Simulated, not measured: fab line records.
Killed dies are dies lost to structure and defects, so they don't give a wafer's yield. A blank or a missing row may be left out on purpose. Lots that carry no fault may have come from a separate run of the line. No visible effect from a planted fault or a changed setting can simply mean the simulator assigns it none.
8D (eight disciplines) problem report, filled in by code    flow berkeley cmos170    the parts of the form that need people (team, actions taken, sign-off) are left out

1. THE ISSUE
GATE_POLY_THK at UCB170_GATE_THK_MEAS_05 reads a mean of 231.8 nm on 3 wafers of 1 lot; wafers without a fault read 213.6 nm with a standard deviation of 2.1. Relative to the usual mean, that is a shift of +8.7 standard deviations.
Earliest sighting: wafer L260.1 on film metro-04 at day 9 05:54. The record holds 39 wafers of 13 lots with a number at this step. Rule for "out", or "out of limits": more than 4 standard deviations from the usual mean. The rest of the wafers with a number are treated as sound.

2. WHAT THIS IS AND IS NOT
question                     is                      is not
which readings at this step  GATE_POLY_THK           -
which lots                   L260                    L245, L246, L247, L248, L249, L251, L252, L255, L256, L264, L265, L266
which wafers of those lots   all that have a number  -
read on which gauges         film metro-04           film metro-01, film metro-03
when                         from day 9 05:54        up to then (27 sound wafers); but 9 sound wafers of L264, L265, L266 came after

3. SUSPECTS, AND WHAT RULES EACH OUT
Counting: any tool at a process step up to the reading is kept as a suspect provided that every lot that is out went through it and no sound lot did after the first of them.
- ruled out: the gauge at UCB170_GATE_THK_MEAS_05. All the wafers that are out were read on film metro-04, but those of them that UCB170_GATE_CVD_04 has rows for are out there too, on other tools.
- plasma asher-01 at UCB170_PFIELD_STRIP_08 (strips in O2): ruled out as a lasting fault. After its first lot that is out, L260 (day 7 13:58), sound lots L264 ran on it.
- lpcvd-02 at UCB170_GATE_CVD_04 (deposits poly-Si from SiH4, time 1440 s, target thk 214 nm): kept. It ran the lot that is out, L260 (day 9 04:30), and no sound lot after that; its last sound lot up to then is L255 (day 8 11:13). On those wafers its own readings are out: pressure mtorr.
Left after counting: lpcvd-02 at UCB170_GATE_CVD_04.

4. THE CAUSE (what the simulator had put in)
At UCB170_GATE_CVD_04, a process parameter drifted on lpcvd-02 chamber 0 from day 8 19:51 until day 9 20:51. From 375, the setting pressure mtorr moved by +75. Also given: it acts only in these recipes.
This tool alone remained once counting was done.

5. SEQUENCE OF EFFECTS, ordered by route
Each row: a reading where the mean over the struck wafers with a number is more than 3 standard deviations away from the usual. Only readings whose record carries a usual standard deviation are examined. hours: median over the lots of the time between each lot's start at the first step of this table that gives one and its start at this step. sigmas: the change, counted in usual standard deviations.
hours  step                     reading         usual        on struck wafers  change  sigmas
0      UCB170_GATE_CVD_04       pressure mtorr  375.0 mTorr  449.8             +74.8   +86
1      UCB170_GATE_THK_MEAS_05  GATE_POLY_THK   213.6 nm     231.8             +18.2   +8.7
7      UCB170_GATE_ETCH_15      oes product au  0.832 a.u.   0.892             +0.060  +4.0
Here are the process steps it includes:
- UCB170_GATE_CVD_04: deposits poly-Si from SiH4, time 1440 s, target thk 214 nm.
- UCB170_GATE_ETCH_15: etches poly-Si in HBr/Cl2, stops on SiO2, time 56.3 s, target depth 278.2 nm.
Later measuring or inspecting steps at which every struck wafer that the step has a row for has a number for every such reading, and none has moved that far: UCB170_PLDD_CD_MEAS_06.

6. HOW IT WOULD HAVE BEEN CAUGHT EARLIER
In this record the first reading out of limits at a measuring or inspecting step was taken at day 9 05:54, 10 hours after the fault began at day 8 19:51.
The tool's own readings at UCB170_GATE_CVD_04 were out on every struck wafer that the step has a row for (pressure mtorr): an alarm limit on them would have fired on the first of those.
The start of UCB170_GATE_CVD_04 on lpcvd-02 came by day 9 05:54 for every one of the lots that are out (1). Had the tool been put on hold then, not one of them would have been saved.
